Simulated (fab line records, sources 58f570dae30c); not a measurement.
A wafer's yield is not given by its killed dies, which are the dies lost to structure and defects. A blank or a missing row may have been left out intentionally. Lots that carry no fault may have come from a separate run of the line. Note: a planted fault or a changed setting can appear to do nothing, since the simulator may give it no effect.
A single fault, viewed from 2 desks	flow berkeley_cmos170	numbers are kept per desk, each desk with only its own; the story behind them comes last

AT THE METROLOGY DESK
Lot by lot, what the gauges showed, no matter which tool ran the lot: averages of those sampled wafers that carry a number. If a lot's mean is further than 4 standard deviations from the usual mean, the lot is out of limits and carries the mark OUT (the distance appears in the brackets).
Columns: A = FIELD_OXIDE_THK at UCB170_FIELD_THK_MEAS_02, usual 561 nm; B = FIELD_OXIDE_LEFT_1_THK at UCB170_FIELD_THK_MEAS_90, usual 444 nm; C = FIELD_OXIDE_LEFT_2_THK at UCB170_FIELD_THK_MEAS_91, usual 356 nm
lot	first seen here	A	B	C
L719	day 4 09:37	568	453	365
L720	day 4 09:38	577	460	371
L721	day 4 23:34	557	442	354
L722	day 4 23:34	564	448	358
L723	day 4 23:35	576	460	372
L724	day 5 10:30	567	453	365
L725	day 5 21:41	618 (+5.2) OUT	503 (+5.4) OUT	414 (+5.3) OUT
L726	day 5 21:42	621 (+5.5) OUT	505 (+5.5) OUT	417 (+5.5) OUT
L727	day 6 02:02	632 (+6.5) OUT	514 (+6.3) OUT	425 (+6.3) OUT
L728	day 6 11:14	552	435	348
L733	day 7 06:40	551	433	345
L739	day 9 05:18	557	440	352
L742	day 9 09:33	563	447	360
L741	day 9 09:34	558	441	353
L740	day 9 09:35	547	431	342
This desk finds L725, L726, L727 out of limits, with the earliest case on L725 at day 5 21:41 (FIELD_OXIDE_THK at UCB170_FIELD_THK_MEAS_02). L719, L720, L721, L722, L723, L724, L728, L733, L739, L742, L741, L740 stayed within limits.

TOOL OWNER'S DESK, furnace-02
The tool's own readings at UCB170_FIELD_OXIDATION_01 (target thk 558.3 nm, ox time 7200 s): means of the sampled wafers that have a number, for each lot that ran on this tool. If a lot's mean is further than 4 standard deviations from the usual mean, the lot is out of limits and carries the mark OUT (the distance appears in the brackets).
Columns: A = spike_tc_centre_C at UCB170_FIELD_OXIDATION_01, usual 1002.2 C; B = spike_tc_load_C at UCB170_FIELD_OXIDATION_01, usual 1026.3 C; C = spike_tc_source_C at UCB170_FIELD_OXIDATION_01, usual 1023.5 C; D = tube_center_temp_C at UCB170_FIELD_OXIDATION_01, usual 1000 C; E = tube_center_temp_C_max at UCB170_FIELD_OXIDATION_01, usual 1002.6; F = zone_power_centre_pct at UCB170_FIELD_OXIDATION_01, usual 48 %
lot	first seen here	A	B	C	D	E	F
L724	day 5 07:30	1002.6	1025.3	1026.5	1000	1002.2	45
L725	day 5 18:41	1018.9 (+15) OUT	1041.4 (+14) OUT	1042.3 (+7.5) OUT	1015 (+99 or more) OUT	1017.7 (+33) OUT	46
L726	day 5 18:41	1017.4 (+14) OUT	1040.4 (+13) OUT	1041.8 (+7.3) OUT	1015 (+99 or more) OUT	1017.7 (+33) OUT	46
L727	day 5 23:02	1018.3 (+15) OUT	1040.8 (+13) OUT	1041.6 (+7.2) OUT	1015 (+99 or more) OUT	1017.4 (+33) OUT	46
Finding of this desk: L725, L726, L727 out of limits; the first was L725 at day 5 18:41, on spike_tc_centre_C at UCB170_FIELD_OXIDATION_01. L724 stayed within limits.

TAKEN TOGETHER
An alarm could have come from the tool owner's desk at day 5 18:41, on L725, L726, L727.
Metrology desk: alarm possible at day 5 21:41 on L725, L726, L727.
All the named lots went through UCB170_FIELD_OXIDATION_01 on furnace-02.

WHAT THE SIMULATOR PUT IN
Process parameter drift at UCB170_FIELD_OXIDATION_01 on furnace-02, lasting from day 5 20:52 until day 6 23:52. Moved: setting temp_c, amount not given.
Shown lots that were struck: L725, L726, L727.
